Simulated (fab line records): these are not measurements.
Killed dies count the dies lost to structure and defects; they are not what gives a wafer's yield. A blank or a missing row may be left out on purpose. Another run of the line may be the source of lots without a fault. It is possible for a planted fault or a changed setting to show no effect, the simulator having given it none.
Split-lot study / flow berkeley_cmos170 / on a route of 331 steps: 5 lots, 23 wafers read

== THE SPLIT ==
At UCB170_SCREENOX_OXIDATION_01 (target thk 14.4 nm, ox time 2400 s), the setting temp_c was moved away from the recipe's 900 C on 15 of the 23 wafers read, by -2.9% to +2.2%. This setting was run at the recipe's value on the other wafers.

Split to reading: the file shows no intervening step.

== THE READING ==
At UCB170_SCREENOX_THK_MEAS_02: SCREENOX_OXIDE_THK, given in nm. A value of 14.37 nm with a standard deviation of 0.2 nm is what fault-free wafers of this fab line usually give.

wafer=L074.1; tool, chamber at the split=-, -; temp_c as run, C=873.6; against the recipe=-2.9%; SCREENOX_OXIDE_THK, nm=10.65; against lot-mates on the recipe=no lot-mate on the recipe
wafer=L074.2; tool, chamber at the split=-, -; temp_c as run, C=873.6; against the recipe=-2.9%; SCREENOX_OXIDE_THK, nm=10.85; against lot-mates on the recipe=no lot-mate on the recipe
wafer=L074.3; tool, chamber at the split=-, -; temp_c as run, C=873.6; against the recipe=-2.9%; SCREENOX_OXIDE_THK, nm=10.79; against lot-mates on the recipe=no lot-mate on the recipe
wafer=L074.4; tool, chamber at the split=-, -; temp_c as run, C=873.6; against the recipe=-2.9%; SCREENOX_OXIDE_THK, nm=10.91; against lot-mates on the recipe=no lot-mate on the recipe
wafer=L074.6; tool, chamber at the split=-, -; temp_c as run, C=873.6; against the recipe=-2.9%; SCREENOX_OXIDE_THK, nm=10.97; against lot-mates on the recipe=no lot-mate on the recipe
wafer=L077.1; tool, chamber at the split=-, -; temp_c as run, C=900; against the recipe=recipe; SCREENOX_OXIDE_THK, nm=14.40; against lot-mates on the recipe=-
wafer=L077.2; tool, chamber at the split=-, -; temp_c as run, C=900; against the recipe=recipe; SCREENOX_OXIDE_THK, nm=14.26; against lot-mates on the recipe=-
wafer=L077.3; tool, chamber at the split=-, -; temp_c as run, C=900; against the recipe=recipe; SCREENOX_OXIDE_THK, nm=14.45; against lot-mates on the recipe=-
wafer=L077.5; tool, chamber at the split=-, -; temp_c as run, C=900; against the recipe=recipe; SCREENOX_OXIDE_THK, nm=14.26; against lot-mates on the recipe=-
wafer=L077.6; tool, chamber at the split=-, -; temp_c as run, C=900; against the recipe=recipe; SCREENOX_OXIDE_THK, nm=14.51; against lot-mates on the recipe=-
wafer=L078.2; tool, chamber at the split=-, -; temp_c as run, C=920; against the recipe=+2.2%; SCREENOX_OXIDE_THK, nm=17.67; against lot-mates on the recipe=no lot-mate on the recipe
wafer=L078.3; tool, chamber at the split=-, -; temp_c as run, C=920; against the recipe=+2.2%; SCREENOX_OXIDE_THK, nm=17.61; against lot-mates on the recipe=no lot-mate on the recipe
wafer=L078.4; tool, chamber at the split=-, -; temp_c as run, C=920; against the recipe=+2.2%; SCREENOX_OXIDE_THK, nm=17.38; against lot-mates on the recipe=no lot-mate on the recipe
wafer=L078.5; tool, chamber at the split=-, -; temp_c as run, C=920; against the recipe=+2.2%; SCREENOX_OXIDE_THK, nm=17.33; against lot-mates on the recipe=no lot-mate on the recipe
wafer=L078.6; tool, chamber at the split=-, -; temp_c as run, C=920; against the recipe=+2.2%; SCREENOX_OXIDE_THK, nm=17.60; against lot-mates on the recipe=no lot-mate on the recipe
wafer=L075.1; tool, chamber at the split=-, -; temp_c as run, C=885.3; against the recipe=-1.6%; SCREENOX_OXIDE_THK, nm=12.12; against lot-mates on the recipe=no lot-mate on the recipe
wafer=L075.3; tool, chamber at the split=-, -; temp_c as run, C=885.3; against the recipe=-1.6%; SCREENOX_OXIDE_THK, nm=12.15; against lot-mates on the recipe=no lot-mate on the recipe
wafer=L075.4; tool, chamber at the split=-, -; temp_c as run, C=885.3; against the recipe=-1.6%; SCREENOX_OXIDE_THK, nm=12.11; against lot-mates on the recipe=no lot-mate on the recipe
wafer=L075.5; tool, chamber at the split=-, -; temp_c as run, C=885.3; against the recipe=-1.6%; SCREENOX_OXIDE_THK, nm=11.99; against lot-mates on the recipe=no lot-mate on the recipe
wafer=L075.6; tool, chamber at the split=-, -; temp_c as run, C=885.3; against the recipe=-1.6%; SCREENOX_OXIDE_THK, nm=11.89; against lot-mates on the recipe=no lot-mate on the recipe
wafer=L083.1; tool, chamber at the split=furnace-02, 0; temp_c as run, C=900; against the recipe=recipe; SCREENOX_OXIDE_THK, nm=14.23; against lot-mates on the recipe=-
wafer=L083.2; tool, chamber at the split=furnace-02, 0; temp_c as run, C=900; against the recipe=recipe; SCREENOX_OXIDE_THK, nm=14.26; against lot-mates on the recipe=-
wafer=L083.4; tool, chamber at the split=furnace-02, 0; temp_c as run, C=900; against the recipe=recipe; SCREENOX_OXIDE_THK, nm=14.47; against lot-mates on the recipe=-

FIT RESULTS
A straight line over all 23 wafers: SCREENOX_OXIDE_THK changes by +1.32 nm for each +1% of temp_c; r = +1.00; the points scatter about the line by 0.23 nm.
Too few moved wafers with a lot-mate on the recipe to fit a line net of each lot's own level.

== THE WHOLE CHAIN: every reading that the file lists as answering this split, in the file's order ==
step=UCB170_SCREENOX_OXIDATION_01; what it does=target thk 14.4 nm, ox time 2400 s; reading=SiO2_of_SCREENOX_OXIDATION_01.thk_nm (the simulator's own value, which no gauge read); change (the file's fit)=+1.31 nm for each +1% of the setting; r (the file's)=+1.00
step=UCB170_SCREENOX_THK_MEAS_02; what it does=; reading=SCREENOX_OXIDE_THK; change (the file's fit)=+1.32 for each +1% of the setting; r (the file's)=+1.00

== THE FILE'S OWN FIT ==
SCREENOX_OXIDE_THK changes by +1.32 nm for each +1% of temp_c, r = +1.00.
